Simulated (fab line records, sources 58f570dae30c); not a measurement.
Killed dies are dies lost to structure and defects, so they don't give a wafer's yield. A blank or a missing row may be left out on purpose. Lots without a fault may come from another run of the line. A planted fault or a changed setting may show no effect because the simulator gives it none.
Which tool did it? | flow berkeley_cmos170 | 14 lots, 42 wafers sampled, at 6 steps of a route of 331

WHAT THE GAUGES READ, wafer by wafer
UCB170_NSD_TW_MEAS_10.
lot  | measured     | on            | NSD_TW
L377 | day 7 16:32  | film_metro-04 | 4246 4227 4244
L378 | day 7 16:52  | film_metro-03 | 4179 4185 4171
L379 | day 7 17:57  | film_metro-03 | 4183 4184 4163
L380 | day 7 17:13  | film_metro-04 | 4249 4216 4203
L381 | day 7 16:16  | film_metro-04 | 4249 4240 4209
L383 | day 8 20:19  | film_metro-04 | 3910 3916 3915
L385 | day 9 04:45  | film_metro-03 | 3905 3874 3897
L392 | day 10 05:53 | film_metro-01 | 4183 4200 4188
L391 | day 10 05:53 | film_metro-04 | 4220 4248 4221
L393 | day 10 12:07 | film_metro-03 | 4150 4152 4148
L394 | day 11 05:16 | film_metro-04 | 4212 4235 4228
L398 | day 11 16:48 | film_metro-01 | 4197 4206 4225
L399 | day 12 07:06 | film_metro-03 | 4150 4138 4159
L400 | day 12 06:44 | film_metro-01 | 4170 4218 4198

UCB170_SDANNEAL_RS_MEAS_03: measures by four-point-probe.
lot  | measured     | on            | NSD_RS (ohm/sq)
L377 | day 7 18:59  | film_metro-01 | 37.20 37.18 37.25
L378 | day 7 18:52  | film_metro-04 | 37.27 37.32 37.36
L379 | day 7 19:44  | film_metro-03 | 37.30 37.28 37.34
L380 | day 7 19:35  | film_metro-01 | 37.12 37.14 37.31
L381 | day 7 18:19  | film_metro-03 | 37.22 37.13 37.24
L383 | day 8 23:04  | film_metro-03 | 53.02 52.75 53.09
L385 | day 9 05:57  | film_metro-04 | 52.51 52.60 52.38
L392 | day 10 07:44 | film_metro-01 | 37.36 37.40 37.33
L391 | day 10 07:37 | film_metro-03 | 37.14 37.22 37.23
L393 | day 10 13:19 | film_metro-03 | 37.44 37.33 37.30
L394 | day 11 06:43 | film_metro-04 | 37.20 37.24 37.17
L398 | day 11 18:01 | film_metro-03 | 37.33 37.26 37.24
L399 | day 12 08:25 | film_metro-04 | 37.32 37.39 37.31
L400 | day 12 08:06 | film_metro-01 | 37.21 37.15 37.28

WHICH TOOL RAN EACH LOT (tool, then ch and the chambers of the sampled wafers, then the start)
lot  | UCB170_PWELL_ETCH_14              | UCB170_GATE_ETCH_15              | UCB170_NSD_IMPLANT_08           | UCB170_NSD_STRIP_09
L377 | rie_diel-01 ch 0,1,2, day 3 11:09 | rie_si-01 ch 1,2, day 7 00:52    | implanter-03 ch 0, day 7 16:19  | plasma_asher-01 ch 0,1, day 7 16:26
L378 | rie_diel-04 ch 0,1,3, day 3 18:46 | rie_si-02 ch 0,1,2, day 7 01:01  | implanter-02 ch 0, day 7 16:38  | plasma_asher-03 ch 0,1, day 7 16:46
L379 | rie_diel-01 ch 1,2, day 3 19:21   | rie_si-01 ch 1,3, day 7 01:08    | implanter-03 ch 0, day 7 17:43  | plasma_asher-03 ch 0,1, day 7 17:50
L380 | rie_diel-01 ch 1,2,3, day 4 03:59 | rie_si-02 ch 0,1,2, day 7 01:13  | implanter-04 ch 0, day 7 16:58  | plasma_asher-04 ch 0,1, day 7 17:07
L381 | rie_diel-02 ch 1,2,3, day 4 04:01 | rie_si-02 ch 0,1,3, day 7 00:44  | implanter-04 ch 0, day 7 16:02  | plasma_asher-01 ch 0,1, day 7 16:11
L383 | rie_diel-02 ch 0,3, day 4 19:56   | rie_si-01 ch 2,3, day 8 00:56    | implanter-04 ch 0, day 8 20:05  | plasma_asher-01 ch 0,1, day 8 20:13
L385 | rie_diel-04 ch 1,2,3, day 5 03:08 | rie_si-01 ch 1,2,3, day 8 11:02  | implanter-04 ch 0, day 9 04:30  | plasma_asher-03 ch 0,1, day 9 04:39
L392 | rie_diel-01 ch 0,1,2, day 6 03:14 | rie_si-02 ch 0,2,3, day 9 14:31  | implanter-02 ch 0, day 10 05:38 | plasma_asher-01 ch 0,1, day 10 05:47
L391 | rie_diel-04 ch 0,1, day 6 03:23   | rie_si-01 ch 1,2,3, day 9 15:08  | implanter-03 ch 0, day 10 05:39 | plasma_asher-04 ch 0,1, day 10 05:46
L393 | rie_diel-01 ch 2,3, day 6 08:29   | rie_si-02 ch 0,1,3, day 9 20:07  | implanter-02 ch 0, day 10 11:52 | plasma_asher-03 ch 0, day 10 12:01
L394 | rie_diel-02 ch 1,2,3, day 7 00:53 | rie_si-01 ch 0,3, day 10 15:09   | implanter-03 ch 0, day 11 05:03 | plasma_asher-04 ch 0,1, day 11 05:11
L398 | rie_diel-04 ch 0,1,3, day 7 09:32 | rie_si-02 ch 0,2, day 11 00:50   | implanter-03 ch 0, day 11 16:33 | plasma_asher-03 ch 0,1, day 11 16:42
L399 | rie_diel-04 ch 0,1,2, day 7 15:32 | rie_si-01 ch 0,1,3, day 11 12:49 | implanter-03 ch 0, day 12 06:52 | plasma_asher-04 ch 0,1, day 12 06:59
L400 | rie_diel-01 ch 2,3, day 7 15:42   | rie_si-02 ch 0,1, day 11 12:34   | implanter-03 ch 0, day 12 06:29 | plasma_asher-03 ch 0,1, day 12 06:38
- UCB170_PWELL_ETCH_14: etches Si3N4 in CH3F/Ar/O2, stops on SiO2, target depth 242 nm, time 151 s.
- UCB170_GATE_ETCH_15: etches poly-Si in HBr/Cl2, stops on SiO2, time 56.3 s, target depth 278.2 nm.
- UCB170_NSD_IMPLANT_08
- UCB170_NSD_STRIP_09: strips in O2.

WHAT THE TOOLS THEMSELVES READ (means of the sampled wafers that have a number; where no wafer has one, the mark that the record gives instead)
UCB170_PWELL_ETCH_14.
lot  | tool        | drypump_motor_current_A (A) | oes_product_au (a.u.) | throttle_valve_pct (%)
L377 | rie_diel-01 | 5.3                         | 0.949                 | 8.11
L378 | rie_diel-04 | 5.8                         | 0.945                 | 7.97
L379 | rie_diel-01 | 5.4                         | 0.963                 | 8.08
L380 | rie_diel-01 | 5.6                         | 0.925                 | 8.08
L381 | rie_diel-02 | 5.9                         | 0.943                 | 8.03
L383 | rie_diel-02 | 5.5                         | 0.948                 | 8.05
L385 | rie_diel-04 | 5.5                         | 0.921                 | 7.89
L392 | rie_diel-01 | 5.3                         | 0.948                 | 8.11
L391 | rie_diel-04 | 5.9                         | 0.946                 | 8.11
L393 | rie_diel-01 | 5.9                         | 0.933                 | 8.14
L394 | rie_diel-02 | 5.9                         | 0.948                 | 8.03
L398 | rie_diel-04 | 5.9                         | 0.945                 | 7.96
L399 | rie_diel-04 | 5.5                         | 0.946                 | 8.04
L400 | rie_diel-01 | 5.9                         | 0.936                 | 8.15

UCB170_GATE_ETCH_15.
lot  | tool      | bias_w (W) | drypump_motor_current_A (A) | oes_product_au (a.u.) | throttle_valve_pct (%)
L377 | rie_si-01 | 149.4      | 5.9                         | 0.822                 | 26.35
L378 | rie_si-02 | 150.2      | 4.9                         | 0.827                 | 26.31
L379 | rie_si-01 | 150.0      | 6.0                         | 0.838                 | 26.24
L380 | rie_si-02 | 150.4      | 4.9                         | 0.818                 | 26.30
L381 | rie_si-02 | 150.3      | 5.3                         | 0.832                 | 26.37
L383 | rie_si-01 | 149.8      | 5.7                         | 0.836                 | 26.32
L385 | rie_si-01 | 149.8      | 6.0                         | 0.827                 | 26.30
L392 | rie_si-02 | 150.1      | 5.2                         | 0.823                 | 26.38
L391 | rie_si-01 | 149.4      | 5.9                         | 0.822                 | 26.30
L393 | rie_si-02 | 150.1      | 5.3                         | 0.821                 | 26.37
L394 | rie_si-01 | 150.2      | 5.7                         | 0.844                 | 26.37
L398 | rie_si-02 | 149.9      | 4.8                         | 0.828                 | 26.31
L399 | rie_si-01 | 150.1      | 5.9                         | 0.834                 | 26.31
L400 | rie_si-02 | 150.3      | 4.9                         | 0.829                 | 26.28

UCB170_NSD_IMPLANT_08.
lot  | tool         | dose_ions_cm2 | end_station_pressure_torr (Torr) | faraday_current_uA
L377 | implanter-03 | 2.9975e+15    | 1.25e-05                         | 9167
L378 | implanter-02 | 3.0001e+15    | 1.35e-05                         | 9143
L379 | implanter-03 | 2.9974e+15    | 1.25e-05                         | 9117
L380 | implanter-04 | 3.0039e+15    | 1.26e-05                         | 9361
L381 | implanter-04 | 3.0016e+15    | 1.26e-05                         | 9339
L383 | implanter-04 | 1.6906e+15    | 9.03e-06                         | 5333
L385 | implanter-04 | 1.6918e+15    | 9.17e-06                         | 5166
L392 | implanter-02 | 2.9987e+15    | 1.21e-05                         | 9302
L391 | implanter-03 | 3.0008e+15    | 1.24e-05                         | 9280
L393 | implanter-02 | 2.9994e+15    | 1.26e-05                         | 9210
L394 | implanter-03 | 3.0008e+15    | 1.23e-05                         | 9318
L398 | implanter-03 | 2.9984e+15    | 1.37e-05                         | 9264
L399 | implanter-03 | 3.0008e+15    | 1.21e-05                         | 9187
L400 | implanter-03 | 2.9983e+15    | 1.22e-05                         | 9056

UCB170_NSD_STRIP_09.
lot  | tool            | drypump_motor_current_A (A) | oes_product_au (a.u.) | strip_time_to_endpoint_s (s)
L377 | plasma_asher-01 | 5.2                         | 0.532                 | 35.78
L378 | plasma_asher-03 | 5.4                         | 0.537                 | 35.74
L379 | plasma_asher-03 | 5.7                         | 0.533                 | 35.83
L380 | plasma_asher-04 | 6.2                         | 0.533                 | 35.83
L381 | plasma_asher-01 | 5.0                         | 0.532                 | 35.87
L383 | plasma_asher-01 | 5.0                         | 0.586                 | 30.60
L385 | plasma_asher-03 | 5.4                         | 0.590                 | 30.70
L392 | plasma_asher-01 | 5.3                         | 0.538                 | 35.70
L391 | plasma_asher-04 | 6.5                         | 0.532                 | 35.86
L393 | plasma_asher-03 | 5.0                         | 0.533                 | 35.76
L394 | plasma_asher-04 | 6.5                         | 0.529                 | 35.85
L398 | plasma_asher-03 | 5.4                         | 0.530                 | 35.92
L399 | plasma_asher-04 | 6.2                         | 0.537                 | 35.77
L400 | plasma_asher-03 | 5.7                         | 0.532                 | 35.86

THE ANSWER, worked out from the rows above alone
Rule: what is usual is taken from the lots themselves. Put in order of their means at a reading, lots are off if they are a third of the lots or fewer, leave a main group of 4 or more, and stand apart from it by a gap of 3 or more times the standard deviation of the main group's means; of several such gaps the widest counts. A main group whose means are all the same, to the digits that the tables above print for the reading, isn't used. A lot without any number at a reading at which 4 lots or more have one is off too. The other lots that the step has rows for count as sound. The gauges are gone through in route order, then the tools' own readings, and for those a lot's mean is taken as printed above. The first step at which some lot is off is used, and at that step the reading that is off furthest; a lot without a number counts as furthest.
Off: L383, L385, at UCB170_NSD_TW_MEAS_10 (NSD_TW). The main group: mean 4200, standard deviation 30.
A tool fits if, at a process step before that reading, it ran every lot that is off, and no sound lot after the first of them. The gauges at UCB170_NSD_TW_MEAS_10 aren't tried: what is off there is off at UCB170_NSD_IMPLANT_08 too, on other tools, and a gauge's error can't cause that. One fits: implanter-04 at UCB170_NSD_IMPLANT_08. Its last sound lot is L380 (day 7 16:58), its first lot that is off L383 (day 8 20:05): a fault that began between those two fits.
The tool's own readings at UCB170_NSD_IMPLANT_08 bear it out: on the lots that are off they differ by more than 5 times the standard deviation of the sound lots' means. dose_ions_cm2 reads 1.6912e+15 there against 2.9998e+15 on the sound lots; end_station_pressure_torr reads 9.10e-06 Torr there against 1.26e-05 Torr on the sound lots; faraday_current_uA reads 5250 there against 9229 on the sound lots.

WHAT THE SIMULATOR HAD PUT IN
Process parameter drift: implanter-04, from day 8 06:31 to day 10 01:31, at UCB170_NSD_IMPLANT_08. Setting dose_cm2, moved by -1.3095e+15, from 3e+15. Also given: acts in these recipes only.
Lots struck among those shown: L383, L385. The rule above found the same.
